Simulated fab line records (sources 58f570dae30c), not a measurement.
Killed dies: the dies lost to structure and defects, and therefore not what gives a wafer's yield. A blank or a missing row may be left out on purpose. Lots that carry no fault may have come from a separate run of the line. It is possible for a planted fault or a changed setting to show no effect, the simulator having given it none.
Split-lot trial + flow berkeley_cmos170 + 23 wafers read across 5 lots, on a route 331 steps long

== ON THE SPLIT ==
At UCB170_M1_SPUTTER_00 (material Al, target thk 600 nm, time 80 s), the setting time_s was moved away from the recipe's 80 s on 8 of the 23 wafers read, by -5.8% to +12.7%. This setting was run at the recipe's value on the other wafers.

== FROM THE SPLIT TO THE READING: what the file shows between them, 2 steps ==
- UCB170_M1_RS_MEAS_01: measures by four-point-probe
- UCB170_M1_THK_MEAS_02: measures by xrf

== THE READING ==
oes_product_au, in a.u., at UCB170_M1_METAL_ETCH_12 (etches Al in Cl2/BCl3, stops on PSG, target depth 780 nm, time 130 s). On this fab line, fault-free wafers typically give 0.859 a.u. with a standard deviation of 0.011 a.u.

| wafer  | tool, chamber at the split | time_s as run, s | against the recipe | oes_product_au, a.u. | against lot-mates on the recipe |
|--------|----------------------------|------------------|--------------------|----------------------|---------------------------------|
| L076.1 | pvd_sputter-03, -          | 90.15            | +12.7%             | 0.923                | +0.060                          |
| L076.2 | pvd_sputter-03, -          | 90.15            | +12.7%             | 0.913                | +0.050                          |
| L076.3 | pvd_sputter-03, -          | 80               | recipe             | 0.871                | -                               |
| L076.5 | pvd_sputter-03, -          | 80               | recipe             | 0.856                | -                               |
| L076.6 | pvd_sputter-03, -          | 90.15            | +12.7%             | 0.924                | +0.061                          |
| L079.2 | pvd_sputter-04, -          | 80               | recipe             | 0.849                | -                               |
| L079.3 | pvd_sputter-04, -          | 80               | recipe             | 0.851                | -                               |
| L079.5 | pvd_sputter-04, -          | 80               | recipe             | 0.852                | -                               |
| L080.1 | pvd_sputter-03, -          | 75.37            | -5.8%              | 0.830                | -0.027                          |
| L080.2 | pvd_sputter-03, -          | 80               | recipe             | 0.860                | -                               |
| L080.3 | pvd_sputter-03, -          | 80               | recipe             | 0.854                | -                               |
| L080.5 | pvd_sputter-03, -          | 75.37            | -5.8%              | 0.832                | -0.025                          |
| L080.6 | pvd_sputter-03, -          | 75.37            | -5.8%              | 0.830                | -0.027                          |
| L082.1 | pvd_sputter-03, -          | 80               | recipe             | 0.832                | -                               |
| L082.2 | pvd_sputter-03, -          | 80               | recipe             | 0.863                | -                               |
| L082.3 | pvd_sputter-03, -          | 80               | recipe             | 0.835                | -                               |
| L082.4 | pvd_sputter-03, -          | 80               | recipe             | 0.863                | -                               |
| L082.5 | pvd_sputter-03, -          | 80               | recipe             | 0.864                | -                               |
| L084.2 | pvd_sputter-03, -          | 80               | recipe             | 0.845                | -                               |
| L084.3 | pvd_sputter-03, -          | 80               | recipe             | 0.870                | -                               |
| L084.4 | pvd_sputter-03, -          | 83.11            | +3.9%              | 0.870                | +0.017                          |
| L084.5 | pvd_sputter-03, -          | 80               | recipe             | 0.845                | -                               |
| L084.6 | pvd_sputter-03, -          | 83.11            | +3.9%              | 0.894                | +0.041                          |

THE FIT
A straight line over all 23 wafers: oes_product_au changes by +0.00503 a.u. for each +1% of time_s; r = +0.93; the points scatter about the line by 0.011 a.u.
The same after taking each lot's own level away (the mean of its wafers on the recipe; 23 wafers): +0.00458 a.u. for each +1%; r = +0.92; scatter 0.01 a.u.
According to that fit, moving time_s by its largest amount changes the reading by 0.058 a.u.
The span of the lots' own levels, 0.8507 to 0.8635 a.u., comes to 1.2 times the standard deviation stated above.
Hence the lot-to-lot level has little effect on the slope; both slopes agree.
Check: +0.0586 a.u. against its lot-mates is what the line predicts for one of the wafers moved furthest among these (+12.7%) when that wafer is left out of the fit. Against them it came out at +0.0595 a.u.

== ADDITIONAL SPLITS CARRIED BY THESE WAFERS ==
Note: prior to the reading, these wafers also went through further splits. Each is held against what the fit with the lots' levels taken away leaves over:
| other split on the same wafers       | wafers away from the commonest value | r with oes_product_au (lot level and that fit taken away) |
|--------------------------------------|--------------------------------------|-----------------------------------------------------------|
| UCB170_ZERO_ETCH_06 time_s           | 4                                    | -0.16                                                     |
| UCB170_NWELL_ETCH_13 time_s          | 5                                    | -0.13                                                     |
| UCB170_PFIELD_IMPLANT_07 dose_cm2    | 8                                    | +0.03                                                     |
| UCB170_GATE_CVD_04 temp_c            | 18                                   | -0.04                                                     |
| UCB170_GATE_COAT_07 spin_rpm         | 8                                    | -0.01                                                     |
| UCB170_GATE_ETCH_15 over_etch_frac   | 11                                   | -0.57                                                     |
| UCB170_NSD_PEB_04 peb_temp_c         | 8                                    | +0.06                                                     |
| UCB170_CONTACT_COAT_10 resist_thk_nm | 8                                    | -0.10                                                     |

== THE WHOLE CHAIN: every reading that the file lists as answering this split, in the file's order ==
| step                    | what it does                                                         | reading                                                                     | change (the file's fit)                  | r (the file's) |
|-------------------------|----------------------------------------------------------------------|-----------------------------------------------------------------------------|------------------------------------------|----------------|
| UCB170_M1_SPUTTER_00    | material Al, target thk 600 nm, time 80 s                            | Al_of_M1_SPUTTER_00.thk_nm (the simulator's own value, which no gauge read) | +6.1 nm for each +1% of the setting      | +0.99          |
| UCB170_M1_RS_MEAS_01    | measures by four-point-probe                                         | M1_AL_RS                                                                    | -0.000456 for each +1% of the setting    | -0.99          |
| UCB170_M1_THK_MEAS_02   | measures by xrf                                                      | M1_AL_THK                                                                   | +5.95 for each +1% of the setting        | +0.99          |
| UCB170_M1_METAL_ETCH_12 | etches Al in Cl2/BCl3, stops on PSG, target depth 780 nm, time 130 s | oes_product_au                                                              | +0.0047 a.u. for each +1% of the setting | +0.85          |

== THE FILE'S OWN FIT ==
oes_product_au changes by +0.0047 a.u. for each +1% of time_s, r = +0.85.
